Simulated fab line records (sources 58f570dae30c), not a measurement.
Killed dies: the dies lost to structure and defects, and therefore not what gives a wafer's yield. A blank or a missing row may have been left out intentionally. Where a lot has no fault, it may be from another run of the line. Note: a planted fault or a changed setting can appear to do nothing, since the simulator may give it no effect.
Split-lot trial || flow berkeley_cmos170 || 5 lots, 23 wafers read, on a route of 331 steps

THE SPLIT
At UCB170_M3_SPUTTER_01 (material Al, target thk 900 nm, time 120 s), the setting time_s was moved away from the recipe's 120 s on 6 of the 23 wafers read, by -11.0% to +12.4%. The other wafers ran this setting at the recipe's value.

FROM THE SPLIT TO THE READING: what the file shows between them, 8 steps
- UCB170_M3_RS_MEAS_02: measures by four-point-probe
- UCB170_M3_THK_MEAS_03: measures by xrf
- UCB170_M3_COAT_05: resist thk 900 nm (also split here: spin_rpm)
- UCB170_M3_SOFTBAKE_06: time 60 s (also split here: time_s)
- UCB170_M3_STRIP_07: strips in O2
- UCB170_M3_STRIP_08: strips KrF in DMSO, time 600 s
- UCB170_M3_COAT_09
- UCB170_M3_ETCH_17: etches BARC in N2/H2

THE READING
oes_product_au, in a.u., at UCB170_M3_METAL_ETCH_18 (etches Al in Cl2/BCl3, stops on SiO2, target depth 1170 nm, time 195 s). Typical for fault-free wafers on this fab line: 0.852 a.u., with standard deviation 0.012 a.u.

{"wafer": "L077.1", "tool, chamber at the split": "pvd_sputter-01, -", "time_s as run, s": 120, "against the recipe": "recipe", "oes_product_au, a.u.": 0.859, "against lot-mates on the recipe": "-"}
{"wafer": "L077.2", "tool, chamber at the split": "pvd_sputter-01, -", "time_s as run, s": 120, "against the recipe": "recipe", "oes_product_au, a.u.": 0.869, "against lot-mates on the recipe": "-"}
{"wafer": "L077.3", "tool, chamber at the split": "pvd_sputter-01, -", "time_s as run, s": 120, "against the recipe": "recipe", "oes_product_au, a.u.": 0.865, "against lot-mates on the recipe": "-"}
{"wafer": "L077.4", "tool, chamber at the split": "pvd_sputter-01, -", "time_s as run, s": 120, "against the recipe": "recipe", "oes_product_au, a.u.": 0.848, "against lot-mates on the recipe": "-"}
{"wafer": "L077.6", "tool, chamber at the split": "pvd_sputter-01, -", "time_s as run, s": 120, "against the recipe": "recipe", "oes_product_au, a.u.": 0.858, "against lot-mates on the recipe": "-"}
{"wafer": "L080.1", "tool, chamber at the split": "pvd_sputter-01, -", "time_s as run, s": 120, "against the recipe": "recipe", "oes_product_au, a.u.": 0.854, "against lot-mates on the recipe": "-"}
{"wafer": "L080.3", "tool, chamber at the split": "pvd_sputter-01, -", "time_s as run, s": 134.9, "against the recipe": "+12.4%", "oes_product_au, a.u.": 0.915, "against lot-mates on the recipe": "+0.060"}
{"wafer": "L080.4", "tool, chamber at the split": "pvd_sputter-01, -", "time_s as run, s": 120, "against the recipe": "recipe", "oes_product_au, a.u.": 0.857, "against lot-mates on the recipe": "-"}
{"wafer": "L080.5", "tool, chamber at the split": "pvd_sputter-01, -", "time_s as run, s": 120, "against the recipe": "recipe", "oes_product_au, a.u.": 0.853, "against lot-mates on the recipe": "-"}
{"wafer": "L080.6", "tool, chamber at the split": "pvd_sputter-01, -", "time_s as run, s": 134.9, "against the recipe": "+12.4%", "oes_product_au, a.u.": 0.927, "against lot-mates on the recipe": "+0.072"}
{"wafer": "L082.1", "tool, chamber at the split": "pvd_sputter-02, -", "time_s as run, s": 112.5, "against the recipe": "-6.2%", "oes_product_au, a.u.": 0.827, "against lot-mates on the recipe": -0.036}
{"wafer": "L082.2", "tool, chamber at the split": "pvd_sputter-02, -", "time_s as run, s": 120, "against the recipe": "recipe", "oes_product_au, a.u.": 0.871, "against lot-mates on the recipe": "-"}
{"wafer": "L082.3", "tool, chamber at the split": "pvd_sputter-02, -", "time_s as run, s": 112.5, "against the recipe": "-6.2%", "oes_product_au, a.u.": 0.840, "against lot-mates on the recipe": -0.023}
{"wafer": "L082.4", "tool, chamber at the split": "pvd_sputter-02, -", "time_s as run, s": 120, "against the recipe": "recipe", "oes_product_au, a.u.": 0.853, "against lot-mates on the recipe": "-"}
{"wafer": "L082.5", "tool, chamber at the split": "pvd_sputter-02, -", "time_s as run, s": 120, "against the recipe": "recipe", "oes_product_au, a.u.": 0.864, "against lot-mates on the recipe": "-"}
{"wafer": "L083.1", "tool, chamber at the split": "pvd_sputter-01, -", "time_s as run, s": 120, "against the recipe": "recipe", "oes_product_au, a.u.": 0.833, "against lot-mates on the recipe": "-"}
{"wafer": "L083.2", "tool, chamber at the split": "pvd_sputter-01, -", "time_s as run, s": 120, "against the recipe": "recipe", "oes_product_au, a.u.": 0.827, "against lot-mates on the recipe": "-"}
{"wafer": "L083.4", "tool, chamber at the split": "pvd_sputter-01, -", "time_s as run, s": 106.8, "against the recipe": "-11.0%", "oes_product_au, a.u.": 0.781, "against lot-mates on the recipe": -0.049}
{"wafer": "L083.5", "tool, chamber at the split": "pvd_sputter-01, -", "time_s as run, s": 106.8, "against the recipe": "-11.0%", "oes_product_au, a.u.": 0.772, "against lot-mates on the recipe": -0.058}
{"wafer": "L083.6", "tool, chamber at the split": "pvd_sputter-01, -", "time_s as run, s": 120, "against the recipe": "recipe", "oes_product_au, a.u.": 0.830, "against lot-mates on the recipe": "-"}
{"wafer": "L085.1", "tool, chamber at the split": "pvd_sputter-04, -", "time_s as run, s": 120, "against the recipe": "recipe", "oes_product_au, a.u.": 0.849, "against lot-mates on the recipe": "-"}
{"wafer": "L085.2", "tool, chamber at the split": "pvd_sputter-04, -", "time_s as run, s": 120, "against the recipe": "recipe", "oes_product_au, a.u.": 0.854, "against lot-mates on the recipe": "-"}
{"wafer": "L085.5", "tool, chamber at the split": "pvd_sputter-04, -", "time_s as run, s": 120, "against the recipe": "recipe", "oes_product_au, a.u.": 0.863, "against lot-mates on the recipe": "-"}

THE FIT
A straight line over all 23 wafers: oes_product_au changes by +0.00576 a.u. for each +1% of time_s; r = +0.92; the points scatter about the line by 0.013 a.u.
The same after taking each lot's own level away (the mean of its wafers on the recipe; 23 wafers): +0.00509 a.u. for each +1%; r = +0.98; scatter 0.0061 a.u.
The reading moves by 0.063 a.u. for the largest change in time_s, on that fit.
Across the lots, their own levels run from 0.8300 to 0.8627 a.u., a range of 2.7 times the standard deviation given above.
So the lot-to-lot level changes the slope: the two fits differ.
Check: for one of the wafers moved furthest among these (+12.4%), held out of the fit, the line's prediction against its lot-mates is +0.0654 a.u. It came out at +0.0603 a.u. against them.

THESE WAFERS: OTHER SPLITS
Other splits were also applied to these wafers ahead of the reading. Each is held against what the fit with the lots' levels taken away leaves over:
{"other split on the same wafers": "UCB170_V1_COAT_07 spin_rpm", "wafers away from the commonest value": 9, "r with oes_product_au (lot level and that fit taken away)": -0.01}
{"other split on the same wafers": "UCB170_M2_SPUTTER_01 time_s", "wafers away from the commonest value": 8, "r with oes_product_au (lot level and that fit taken away)": "+0.06"}
{"other split on the same wafers": "UCB170_M3_COAT_05 spin_rpm", "wafers away from the commonest value": 5, "r with oes_product_au (lot level and that fit taken away)": -0.12}
{"other split on the same wafers": "UCB170_M3_SOFTBAKE_06 time_s", "wafers away from the commonest value": 7, "r with oes_product_au (lot level and that fit taken away)": -0.37}

THE WHOLE CHAIN: every reading that the file lists as answering this split, in the file's order
{"step": "UCB170_M3_SPUTTER_01", "what it does": "material Al, target thk 900 nm, time 120 s", "reading": "Al_of_M3_SPUTTER_01.thk_nm (the simulator's own value, which no gauge read)", "change (the file's fit)": "+9.16 nm for each +1% of the setting", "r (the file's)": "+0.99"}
{"step": "UCB170_M3_RS_MEAS_02", "what it does": "measures by four-point-probe", "reading": "M3_AL_RS", "change (the file's fit)": "-0.000341 for each +1% of the setting", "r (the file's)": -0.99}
{"step": "UCB170_M3_THK_MEAS_03", "what it does": "measures by xrf", "reading": "M3_AL_THK", "change (the file's fit)": "+9.6 for each +1% of the setting", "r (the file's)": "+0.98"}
{"step": "UCB170_M3_METAL_ETCH_18", "what it does": "etches Al in Cl2/BCl3, stops on SiO2, target depth 1170 nm, time 195 s", "reading": "oes_product_au", "change (the file's fit)": "+0.00508 a.u. for each +1% of the setting", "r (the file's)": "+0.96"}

FILE'S OWN FIT
oes_product_au changes by +0.00508 a.u. for each +1% of time_s, r = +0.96.
